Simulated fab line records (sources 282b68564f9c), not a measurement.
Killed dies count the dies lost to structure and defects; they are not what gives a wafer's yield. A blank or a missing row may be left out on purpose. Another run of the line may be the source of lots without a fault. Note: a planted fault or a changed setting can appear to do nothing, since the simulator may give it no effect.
The tool behind it: which one? :: flow rit_cmos :: Sampling: 15 lots, 45 wafers, 2 of 202 route steps

## WHAT THE GAUGES SHOWED, per wafer
RIT_NRETRO_TW_MEAS_10.
lot: L793
measured: day 3 03:49
on: film_metro-01
NRETRO_TW: 1047 1054 1055

lot: L794
measured: day 3 08:11
on: film_metro-01
NRETRO_TW: 1049 1051 1052

lot: L795
measured: day 3 11:13
on: film_metro-01
NRETRO_TW: 1048 1054 1046

lot: L796
measured: day 3 14:34
on: film_metro-01
NRETRO_TW: 1053 1057 1054

lot: L797
measured: day 3 18:49
on: film_metro-03
NRETRO_TW: 1047 1043 1043

lot: L798
measured: day 4 00:48
on: film_metro-01
NRETRO_TW: 1051 1051 1051

lot: L799
measured: day 4 11:28
on: film_metro-04
NRETRO_TW: 1034 1037 1036

lot: L800
measured: day 4 12:58
on: film_metro-03
NRETRO_TW: 1042 1040 1033

lot: L803
measured: day 5 02:19
on: film_metro-01
NRETRO_TW: 936 936 931

lot: L804
measured: day 5 07:38
on: film_metro-04
NRETRO_TW: 929 926 930

lot: L805
measured: day 5 12:37
on: film_metro-03
NRETRO_TW: 948 945 946

lot: L810
measured: day 6 13:06
on: film_metro-04
NRETRO_TW: 1038 1035 1039

lot: L811
measured: day 6 17:30
on: film_metro-03
NRETRO_TW: 1046 1039 1046

lot: L812
measured: day 6 23:34
on: film_metro-03
NRETRO_TW: 1048 1045 1047

lot: L813
measured: day 7 02:26
on: film_metro-03
NRETRO_TW: 1052 1056 1049

## WHAT TOOL EACH LOT RAN ON (gives the tool, then ch and the chambers of the sampled wafers, and finally the start)
lot: L793
RIT_NRETRO_IMPLANT_08: implanter-04 ch 0, day 3 03:29

lot: L794
RIT_NRETRO_IMPLANT_08: implanter-02 ch 0, day 3 07:52

lot: L795
RIT_NRETRO_IMPLANT_08: implanter-02 ch 0, day 3 10:54

lot: L796
RIT_NRETRO_IMPLANT_08: implanter-04 ch 0, day 3 14:14

lot: L797
RIT_NRETRO_IMPLANT_08: implanter-04 ch 0, day 3 18:31

lot: L798
RIT_NRETRO_IMPLANT_08: implanter-04 ch 0, day 4 00:28

lot: L799
RIT_NRETRO_IMPLANT_08: implanter-02 ch 0, day 4 10:59

lot: L800
RIT_NRETRO_IMPLANT_08: implanter-01 ch 0, day 4 12:40

lot: L803
RIT_NRETRO_IMPLANT_08: implanter-02 ch 0, day 5 01:52

lot: L804
RIT_NRETRO_IMPLANT_08: implanter-02 ch 0, day 5 07:20

lot: L805
RIT_NRETRO_IMPLANT_08: implanter-02 ch 0, day 5 12:19

lot: L810
RIT_NRETRO_IMPLANT_08: implanter-04 ch 0, day 6 12:47

lot: L811
RIT_NRETRO_IMPLANT_08: implanter-04 ch 0, day 6 17:13

lot: L812
RIT_NRETRO_IMPLANT_08: implanter-01 ch 0, day 6 23:14

lot: L813
RIT_NRETRO_IMPLANT_08: implanter-04 ch 0, day 7 02:06
- RIT_NRETRO_IMPLANT_08

## AS READ BY THE TOOLS THEMSELVES (means over the sampled wafers that have a number; for cases with no such wafer, the mark the record gives instead)
RIT_NRETRO_IMPLANT_08.
lot: L793
tool: implanter-04
beam_energy_keV: 70.025
end_station_pressure_torr (Torr): 4.90e-06

lot: L794
tool: implanter-02
beam_energy_keV: 70.010
end_station_pressure_torr (Torr): 5.27e-06

lot: L795
tool: implanter-02
beam_energy_keV: 69.981
end_station_pressure_torr (Torr): 5.15e-06

lot: L796
tool: implanter-04
beam_energy_keV: 69.994
end_station_pressure_torr (Torr): 5.11e-06

lot: L797
tool: implanter-04
beam_energy_keV: 70.016
end_station_pressure_torr (Torr): 4.92e-06

lot: L798
tool: implanter-04
beam_energy_keV: 69.958
end_station_pressure_torr (Torr): 5.25e-06

lot: L799
tool: implanter-02
beam_energy_keV: 70.002
end_station_pressure_torr (Torr): 5.08e-06

lot: L800
tool: implanter-01
beam_energy_keV: 70.001
end_station_pressure_torr (Torr): 4.91e-06

lot: L803
tool: implanter-02
beam_energy_keV: 45.489
end_station_pressure_torr (Torr): 4.91e-06

lot: L804
tool: implanter-02
beam_energy_keV: 45.503
end_station_pressure_torr (Torr): 4.93e-06

lot: L805
tool: implanter-02
beam_energy_keV: 45.513
end_station_pressure_torr (Torr): 4.89e-06

lot: L810
tool: implanter-04
beam_energy_keV: 69.999
end_station_pressure_torr (Torr): 5.02e-06

lot: L811
tool: implanter-04
beam_energy_keV: 69.997
end_station_pressure_torr (Torr): 4.99e-06

lot: L812
tool: implanter-01
beam_energy_keV: 69.998
end_station_pressure_torr (Torr): 5.11e-06

lot: L813
tool: implanter-04
beam_energy_keV: 69.951
end_station_pressure_torr (Torr): 4.93e-06

## THE ANSWER, worked out from the rows above alone
Rule: usual is defined by the lots themselves. The widest of any qualifying gaps counts: lots, ordered by their means at a reading, are off when they make up no more than a third of the lots, leave a main group of 4 or more, and stand apart from it by 3 or more times the standard deviation of that group's means. If all means in a main group match to the digits the tables above print for the reading, that group is not used. A lot without any number at a reading at which 4 lots or more have one is off too. Any other lot the step has rows for is counted as sound. First the gauges in route order, then the tools' own readings, where a lot's mean is used as printed above. At the first step where some lot is off, the reading lying furthest off is the one used; lots without a number count as furthest.
Off: L803, L804, L805, at RIT_NRETRO_TW_MEAS_10 (NRETRO_TW). The main group: mean 1046, standard deviation 6.2.
A tool fits if, at a process step before that reading, it ran every lot that is off, and no sound lot after the first of them. The gauges at RIT_NRETRO_TW_MEAS_10 aren't tried: what is off there is off at RIT_NRETRO_IMPLANT_08 too, on other tools, and a gauge's error can't cause that. One fits: implanter-02 at RIT_NRETRO_IMPLANT_08. A fault onset in the window from L799 (day 4 10:59, its last sound lot) to L803 (day 5 01:52, its first lot off) fits.
On the lots that are off, the tool's own readings at RIT_NRETRO_IMPLANT_08 differ by more than 5 times the standard deviation of the sound lots' means, which bears it out; beam_energy_keV reads 45.502 there versus 69.994 on the sound lots.

## WHAT WAS PUT IN BY THE SIMULATOR
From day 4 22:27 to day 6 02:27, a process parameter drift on implanter-02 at RIT_NRETRO_IMPLANT_08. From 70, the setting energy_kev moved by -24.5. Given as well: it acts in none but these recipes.
Lots struck among those shown: L803, L804, L805. The rule above found the same.
